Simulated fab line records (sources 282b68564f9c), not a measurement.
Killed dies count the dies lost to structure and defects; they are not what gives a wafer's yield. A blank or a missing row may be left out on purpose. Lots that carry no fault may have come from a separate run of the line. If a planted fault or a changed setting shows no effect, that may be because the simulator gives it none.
Commonality check across tools | flow rit cmos | Sample size 16 lots and 48 wafers

THE REASON FOR OPENING IT
4 of 16 lots carry a flag on the reading NRETRO_OVL at RIT_NRETRO_OVL_MEAS_06. Fault-free wafers read -1.2 nm, with a standard deviation of 1.6.
Rule: flag the lot when none of its wafers has a number, or when each of its wafers that has one lies beyond 4 standard deviations from that mean. The rest of the lots are taken to be sound.

lot  | measured    | on         | NRETRO_OVL (nm), wafer by wafer | flag
L430 | day 2 06:16 | overlay-01 | 1.6 0.6 1.3                     |
L431 | day 2 11:29 | overlay-02 | -2.0 -1.6 -2.0                  |
L434 | day 3 03:02 | overlay-01 | 1.2 1.0 1.6                     |
L435 | day 3 09:55 | overlay-02 | -2.3 -2.5 -2.8                  |
L436 | day 3 16:10 | overlay-02 | -1.6 -4.4 -1.8                  |
L437 | day 3 20:25 | overlay-01 | -0.7 -1.5 -1.0                  |
L438 | day 4 00:47 | overlay-02 | -1.9 0.1 -2.0                   |
L442 | day 4 18:44 | overlay-01 | -302.8 -301.6 -302.4            | FLAGGED
L443 | day 4 23:49 | overlay-02 | -0.8 -1.4 -2.0                  |
L445 | day 5 11:30 | overlay-02 | -302.0 -301.2 -303.0            | FLAGGED
L446 | day 5 15:30 | overlay-01 | -301.2 -300.3 -302.2            | FLAGGED
L447 | day 5 19:59 | overlay-01 | 1.6 1.7 -1.8                    |
L448 | day 6 01:31 | overlay-02 | -297.8 -300.7 -301.8            | FLAGGED
L449 | day 6 06:16 | overlay-02 | -0.3 -2.1 -0.4                  |
L450 | day 6 11:11 | overlay-01 | -1.4 -2.3 -2.0                  |
L451 | day 6 14:19 | overlay-01 | -3.3 -3.2 -0.3                  |
On average the flagged lots read -301.4 nm, which is -300.2 nm against the usual, or -99 or more standard deviations.

LOT BY LOT: THE TOOL USED
The record holds 1 process step before the reading, out of a route of 202 steps. Every cell lists first the tool, next ch and the chambers used by the sampled wafers, and last the start.
lot  | flag    | RIT_NRETRO_EXPOSE_03
L430 |         | iline stepper-01 ch 0, day 2 05:50
L431 |         | iline stepper-02 ch 0, day 2 11:03
L434 |         | iline stepper-02 ch 0, day 3 02:36
L435 |         | iline stepper-01 ch 0, day 3 09:29
L436 |         | iline stepper-01 ch 0, day 3 15:44
L437 |         | iline stepper-01 ch 0, day 3 19:59
L438 |         | iline stepper-02 ch 0, day 4 00:18
L442 | FLAGGED | iline stepper-01 ch 0, day 4 18:19
L443 |         | iline stepper-02 ch 0, day 4 23:23
L445 | FLAGGED | iline stepper-01 ch 0, day 5 11:06
L446 | FLAGGED | iline stepper-01 ch 0, day 5 15:06
L447 |         | iline stepper-02 ch 0, day 5 19:34
L448 | FLAGGED | iline stepper-01 ch 0, day 6 01:05
L449 |         | iline stepper-02 ch 0, day 6 05:48
L450 |         | iline stepper-02 ch 0, day 6 10:46
L451 |         | iline stepper-02 ch 0, day 6 13:53
What is done by these steps:
- RIT_NRETRO_EXPOSE_03: exposes mask M4, target cd 43900 nm.
- RIT_NRETRO_OVL_MEAS_06

FLAGGED OVER TOTAL, TOOL BY TOOL (the gauges that took the reading come last)
step                   | tool             | lots run | flagged | share of the flagged lots | sound lots run after its first flagged lot
RIT_NRETRO_EXPOSE_03   | iline stepper-01 | 8        | 4       | all                       | 0
RIT_NRETRO_EXPOSE_03   | iline stepper-02 | 8        | 0       | none                      | -
RIT_NRETRO_OVL_MEAS_06 | overlay-01       | 8        | 2       | some                      | 3 (L447,L450,L451)
RIT_NRETRO_OVL_MEAS_06 | overlay-02       | 8        | 2       | some                      | 1 (L449)

WHAT THE TABLE ALLOWS
Rows of the table that ran each flagged lot: 1, that is iline stepper-01 at RIT_NRETRO_EXPOSE_03.
- iline stepper-01 at RIT_NRETRO_EXPOSE_03 ran 8 lots, 4 of them flagged. It ran its last sound lot, L437, at day 3 19:59 and its first flagged lot, L442, at day 4 18:19: a fault with its onset between the two fits.
One tool is left: iline stepper-01 at RIT_NRETRO_EXPOSE_03.

WHAT WAS PUT IN BY THE SIMULATOR
Scanner matching overlay: iline stepper-01, from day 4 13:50 on, at RIT_NRETRO_EXPOSE_03. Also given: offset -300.
Struck lots among those shown: L442, L445, L446, L448. The rule above found the same.
